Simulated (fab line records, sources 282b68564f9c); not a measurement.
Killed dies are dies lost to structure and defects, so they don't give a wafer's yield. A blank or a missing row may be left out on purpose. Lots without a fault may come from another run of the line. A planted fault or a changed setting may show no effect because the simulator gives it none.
A struck lot beside a sound one | flow rit_cmos | 17 steps out of a route of 202
Sound: wafers L286.1, L286.5, L286.6. Struck: wafers L298.2, L298.3, L298.4. The cause comes at the end.
At each step with rows: each side's tool, then ch and its chambers, then its first start. Under that, the readings that differ: sound wafers | struck wafers | difference of the means | sigmas: that difference in standard deviations of wafers without a fault.
alike: readings whose means differ by less than 2 such deviations, and words and numbers that are the same on both sides. not compared: withheld readings, readings that some wafer has no value for, bounds like >300 that may hide the same value, and numbers for which the record gives no deviation and whose values overlap.
The two part at a step that has a row with sigmas, a row that says differs or no value, or rows on one side only. Numbers that don't overlap but have no deviation are shown without sigmas and don't part them. A reading that every wafer of one side lacks parts them only if that side has two wafers or more.

first, 1 step without rows for these wafers: RIT_PRETRO_DEVELOP_05 (develop time 68 s).
RIT_PRETRO_OVL_MEAS_06:
  sound on overlay-02, day 3 21:40; struck on overlay-02, day 6 11:10
  reading         | sound          | struck      | difference | sigmas
  PRETRO_OVL (nm) | -1.1 -2.5 -1.8 | 1.7 2.0 2.0 | +3.7       | +3
then, 2 steps without rows for these wafers: RIT_PRETRO_HARDBAKE_07 (time 120 s); RIT_PRETRO_IMPLANT_08.
RIT_PRETRO_STRIP_09: strips in O2, time 180 s.
  sound on plasma_asher-03 ch 0,1, day 3 22:05; struck on plasma_asher-03 ch 0,1, day 6 11:35
  alike: drypump_motor_current_A
  not compared: rf_hours_counter_h
RIT_PRETRO_TW_MEAS_10:
  sound on film_metro-03, day 3 22:16; struck on film_metro-02, day 6 11:47
  reading   | sound       | struck      | difference | sigmas
  PRETRO_TW | 485 481 482 | 471 468 468 | -14        | -2
then, 5 steps without rows for these wafers: RIT_GATE_WET_ETCH_00 (etches SiO2 in BOE, target depth 56 nm, time 60 s); RIT_GATE_CLEAN_01 (cleans in SC1, time 600 s); RIT_GATE_CLEAN_02 (cleans in dHF, time 30.91 s); RIT_GATE_CLEAN_03 (cleans in SC2, time 600 s); RIT_GATE_CLEAN_04 (cleans in dHF, time 60 s).
RIT_FOX2_THK_MEAS_91:
  sound on film_metro-04, day 3 23:02; struck on film_metro-03, day 6 12:17
  reading                     | sound       | struck      | difference | sigmas
  FIELD_OXIDE_LEFT_2_THK (nm) | 244 238 239 | 259 262 251 | +17        | +3
RIT_GATE_OXIDATION_05: target thk 3 nm, ox time 270 s.
  sound on furnace-03 ch 0, day 3 23:47; struck on furnace-03 ch 0, day 6 13:26
  reading                                     | sound            | struck            | difference | sigmas
  model.SiO2_of_GATE_OXIDATION_05.thk_nm (nm) | 3.069 3.09 3.067 | 3.401 3.345 3.441 | +0.320     |
  alike: ox_temp_c, spike_tc_load_C
then, 1 step without rows for these wafers: RIT_GATE_ANNEAL_06 (time 600 s).
RIT_GATE_THK_MEAS_07:
  sound on film_metro-03, day 4 01:07; struck on film_metro-03, day 6 14:47
  reading             | sound          | struck         | difference | sigmas
  GATE_OXIDE_THK (nm) | 3.09 3.14 3.11 | 3.41 3.34 3.43 | +0.28      | +4
then, 1 step without rows for these wafers: RIT_GATE_CVD_08 (deposits poly-Si from SiH4, target thk 250 nm, time 2220 s).
RIT_M1_PROBE_99:
  sound on prober-02, day 5 03:59; struck on prober-02, day 7 16:55
  reading                             | sound             | struck            | difference | sigmas
  model.etest.pmos_0p3.r_on_ohm_um    | 6643 6449 6447    | 6910 6967 7142    | +493       |
  model.etest.pmos_turned.r_on_ohm_um | 3660 3566 3547    | 3702 3850 3787    | +189       |
  model.etest.pmos_0p15.r_on_ohm_um   | 2906 2843 2863    | 2985 3044 3042    | +153       |
  model.etest.nmos_0p3.r_on_ohm_um    | 2265 2187 2246    | 2365 2338 2359    | +121       |
  model.etest.nmos_0p15.drive_ua_um   | 461.9 454.4 466.5 | 413.1 417 410.3   | -47.5      |
  model.etest.nmos_narrow.drive_ua_um | 218.3 218.1 223.8 | 189.3 191.9 189.4 | -29.9      |
  model.etest.nmos_0p3.drive_ua_um    | 218.4 216.8 220.8 | 192.3 195.8 188.1 | -26.6      |
  model.etest.pmos_0p15.drive_ua_um   | 246.8 245.2 251.4 | 226.2 222.4 220.2 | -24.9      |
  alike: killed_at_contacts, killed_at_front_end, killed_dies, killed_on_rim, killed_open, killed_short

WHERE THEY PART
First at RIT_PRETRO_OVL_MEAS_06; last, within this record, at RIT_GATE_THK_MEAS_07. Later steps at which nothing parts them and some readings are alike: RIT_M1_PROBE_99.

WHY: what the simulator had put in
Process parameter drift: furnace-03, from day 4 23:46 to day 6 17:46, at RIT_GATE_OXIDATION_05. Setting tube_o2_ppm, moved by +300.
